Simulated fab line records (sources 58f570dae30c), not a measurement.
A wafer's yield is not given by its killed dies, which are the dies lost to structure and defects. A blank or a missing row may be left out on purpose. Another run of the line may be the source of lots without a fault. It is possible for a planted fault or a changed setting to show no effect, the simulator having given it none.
Which of the tools did it? ; flow berkeley cmos170 ; 42 wafers from 14 lots sampled at 4 of the route's 331 steps

WHAT EACH GAUGE READ, for each wafer
UCB170_START_THK_MEAS_03.
lot;measured;on;START_OXIDE_THK (nm)
L618;day 1 17:56;film metro-01;20.8 21.0 20.7
L619;day 2 00:30;film metro-04;20.1 20.2 20.2
L620;day 2 05:07;film metro-01;20.7 20.6 20.7
L621;day 2 11:46;film metro-04;21.2 20.7 20.8
L622;day 2 15:00;film metro-02;20.4 20.2 20.4
L629;day 4 03:16;film metro-02;20.8 21.3 20.7
L630;day 4 09:11;film metro-04;20.6 20.6 20.3
L632;day 4 17:53;film metro-04;20.7 20.9 20.8
L633;day 5 00:34;film metro-02;20.5 20.7 20.7
L634;day 5 04:35;film metro-02;20.0 20.5 20.4
L636;day 5 13:36;film metro-01;20.8 20.5 20.4
L637;day 5 19:47;film metro-02;20.2 20.7 20.8
L638;day 6 00:05;film metro-04;20.9 20.7 20.7
L640;day 6 08:32;film metro-02;20.8 20.7 20.6

UCB170_ACTIVE_OVL_MEAS_14.
lot;measured;on;ACTIVE_OVL (nm)
L618;day 4 03:49;overlay-01;-3 3 -4
L619;day 4 19:21;overlay-02;3 -7 -2
L620;day 5 00:55;overlay-02;4 2 -2
L621;day 5 11:14;overlay-02;10 4 -2
L622;day 5 11:09;overlay-01;1 5 -4
L632;day 7 08:50;overlay-02;3 -12 1
L633;day 7 18:24;overlay-01;-3 -5 -9
L634;day 7 18:40;overlay-02;-11 3 5
L636;day 8 06:54;overlay-02;3 6 2
L637;day 8 07:19;overlay-01;6 7 -5
L638;day 8 14:03;overlay-02;2 4 9
L640;day 8 22:45;overlay-02;2 8 -10

EACH LOT AND THE TOOL THAT RAN IT (in order: tool; ch and the chambers of the sampled wafers; start)
lot;UCB170_PWELL_ETCH_14;UCB170_WELLDRIVE_OXIDATION_01
L618;rie diel-02 ch 0,1,3, day 3 00:46;furnace-01 ch 0, day 3 08:31
L619;rie diel-03 ch 1,2,3, day 3 11:23;furnace-04 ch 0, day 3 20:15
L620;rie diel-02 ch 0,1,2, day 3 18:24;furnace-01 ch 0, day 4 03:33
L621;rie diel-01 ch 1,2,3, day 4 03:33;furnace-01 ch 0, day 4 11:23
L622;rie diel-02 ch 0,2,3, day 4 03:19;furnace-01 ch 0, day 4 11:23
L629;rie diel-01 ch 0,1,3, day 5 17:01;furnace-03, day 6 02:58
L630;rie diel-02 ch 2,3, day 5 22:58;furnace-04, day 6 07:34
L632;rie diel-02 ch 1,2,3, day 6 08:28;furnace-03 ch 0, day 6 16:28
L633;rie diel-03 ch 1,2, day 6 16:46;furnace-04 ch 0, day 6 23:11
L634;rie diel-02 ch 0,1,3, day 6 17:10;furnace-04 ch 0, day 6 23:11
L636;rie diel-03 ch 0,1, day 7 03:44;furnace-04 ch 0, day 7 11:12
L637;rie diel-01 ch 1,2, day 7 04:01;furnace-04 ch 0, day 7 11:12
L638;rie diel-03 ch 2,3, day 7 11:25;furnace-04 ch 0, day 7 17:27
L640;rie diel-03 ch 2,3, day 7 21:23;furnace-04 ch 0, day 8 04:12
- UCB170_PWELL_ETCH_14: etches Si3N4 in CH3F/Ar/O2, stops on SiO2, target depth 242 nm, time 151 s.
- UCB170_WELLDRIVE_OXIDATION_01: target thk 199 nm, ox time 9247 s.

WHAT THE TOOLS THEMSELVES READ (means of the sampled wafers that have a number; where no wafer has one, the mark that the record gives instead)
UCB170_PWELL_ETCH_14.
lot;tool;O2_flow_sccm (sccm);drypump motor current A (A);oes product au (a.u.);throttle valve pct (%)
L618;rie diel-02;6.991;5.6;0.943;7.98
L619;rie diel-03;7.009;5.6;0.927;8.14
L620;rie diel-02;6.996;5.5;0.953;7.93
L621;rie diel-01;6.994;5.6;0.950;7.87
L622;rie diel-02;6.998;5.6;0.943;7.87
L629;rie diel-01;7.031;6.0;0.953;7.93
L630;rie diel-02;7.007;5.6;0.930;7.86
L632;rie diel-02;6.990;5.6;0.944;7.90
L633;rie diel-03;7.010;5.5;0.935;8.27
L634;rie diel-02;7.016;5.6;0.960;7.98
L636;rie diel-03;6.996;5.5;0.934;8.25
L637;rie diel-01;6.994;5.1;0.935;7.89
L638;rie diel-03;6.978;5.4;0.948;8.08
L640;rie diel-03;7.003;5.3;0.938;8.21

UCB170_WELLDRIVE_OXIDATION_01.
lot;tool;ox temp c (C);ox temp c max
L618;furnace-01;1099.7;1103.6
L619;furnace-04;1099.4;1103.9
L620;furnace-01;1100.9;1104.9
L621;furnace-01;1099.8;1103.2
L622;furnace-01;1099.9;1103.7
L629;furnace-03;-;-
L630;furnace-04;-;-
L632;furnace-03;1100.0;1104.9
L633;furnace-04;1099.7;1104.0
L634;furnace-04;1099.3;1104.1
L636;furnace-04;1100.2;1105.0
L637;furnace-04;1100.0;1104.6
L638;furnace-04;1100.3;1104.8
L640;furnace-04;1099.7;1105.1

THE ANSWER, worked out from the rows above alone
Rule: usual is defined by the lots themselves. Put in order of their means at a reading, lots are off if they are a third of the lots or fewer, leave a main group of 4 or more, and stand apart from it by a gap of 3 or more times the standard deviation of the main group's means; of several such gaps the widest counts. The tables above print the reading to a certain number of digits; a main group whose means all agree to those digits is not used. Also off: a lot with no number at a reading for which 4 or more lots have one. Where the step has rows for the other lots, those lots are counted as sound. The gauges are gone through in route order, then the tools' own readings, and for those a lot's mean is taken as printed above. At the first step where some lot is off, the reading lying furthest off is the one used; lots without a number count as furthest.
Off at UCB170_WELLDRIVE_OXIDATION_01 (ox temp c): L629, L630. Without a number there: L629, L630. For the main group the mean is 1099.9 C and the standard deviation 0.41.
A tool fits if, at that step or a process step before it, it ran every lot that is off, and no sound lot after the first of them. Not one of the candidates tried fits.

WHAT THE SIMULATOR HAD PUT IN
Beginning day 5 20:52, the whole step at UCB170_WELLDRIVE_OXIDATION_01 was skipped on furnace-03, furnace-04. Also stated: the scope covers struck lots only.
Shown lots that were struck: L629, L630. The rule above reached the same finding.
